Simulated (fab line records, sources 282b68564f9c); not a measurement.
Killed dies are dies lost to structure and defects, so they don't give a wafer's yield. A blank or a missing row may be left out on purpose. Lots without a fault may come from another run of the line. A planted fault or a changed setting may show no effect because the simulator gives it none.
A struck lot beside a sound one | flow rit_cmos | 14 steps out of a route of 202
Sound: wafers L511.1, L511.3, L511.4. Struck: wafers L522.4, L522.5, L522.6. The cause comes at the end.
At each step with rows: each side's tool, then ch and its chambers, then its first start. Under that, the readings that differ: sound wafers | struck wafers | difference of the means | sigmas: that difference in standard deviations of wafers without a fault.
alike: readings whose means differ by less than 2 such deviations, and words and numbers that are the same on both sides. not compared: withheld readings, readings that some wafer has no value for, bounds like >300 that may hide the same value, and numbers for which the record gives no deviation and whose values overlap.
The two part at a step that has a row with sigmas, a row that says differs or no value, or rows on one side only. Numbers that don't overlap but have no deviation are shown without sigmas and don't part them. A reading that every wafer of one side lacks parts them only if that side has two wafers or more.

RIT_PWELL_OVL_MEAS_06:
  sound on overlay-02, day 2 13:19; struck on overlay-01, day 4 21:54
  alike: PWELL_OVL
then, 2 steps without rows for these wafers: RIT_PWELL_HARDBAKE_07 (time 120 s); RIT_PWELL_IMPLANT_08.
RIT_PWELL_STRIP_09: strips in O2, time 180 s.
  sound on plasma_asher-04 ch 0,1, day 2 13:44; struck on plasma_asher-03 ch 0,1, day 4 22:22
  alike: drypump_motor_current_A
  not compared: rf_hours_counter_h
RIT_PWELL_TW_MEAS_10:
  sound on film_metro-04, day 2 13:55; struck on film_metro-03, day 4 22:31
  alike: PWELL_TW
then, 1 step without rows for these wafers: RIT_WELLDRIVE_ANNEAL_00 (time 14700 s).
RIT_WELLDRIVE_RS_MEAS_01: measures by four-point-probe.
  sound on film_metro-03, day 2 19:22; struck on film_metro-03, day 5 03:41
  alike: NWELL_RS
RIT_WELLDRIVE_RS_MEAS_02: measures by four-point-probe.
  sound on film_metro-03, day 2 19:29; struck on film_metro-03, day 5 03:49
  alike: PWELL_RS
then, 4 steps without rows for these wafers: RIT_NRETRO_HMDS_00 (prime time 60 s); RIT_NRETRO_COAT_01 (resist thk 1300 nm); RIT_NRETRO_SOFTBAKE_02 (time 60 s); RIT_NRETRO_EXPOSE_03 (exposes mask M4, target cd 43900 nm).
RIT_NRETRO_PEB_04:
  sound on litho_track-01 ch 0, day 2 20:10; struck on litho_track-03, day 5 04:38
  reading         | sound          | struck | difference                    | sigmas
  exhaust_pa (Pa) | 44.6 43.5 44.8 | - - -  | no value on the struck wafers |
  not compared: chill_plate_temp_C
then, 1 step without rows for these wafers: RIT_NRETRO_DEVELOP_05 (develop time 68 s).

WHERE THEY PART
Only at RIT_NRETRO_PEB_04, within this record.

WHY: what the simulator had put in
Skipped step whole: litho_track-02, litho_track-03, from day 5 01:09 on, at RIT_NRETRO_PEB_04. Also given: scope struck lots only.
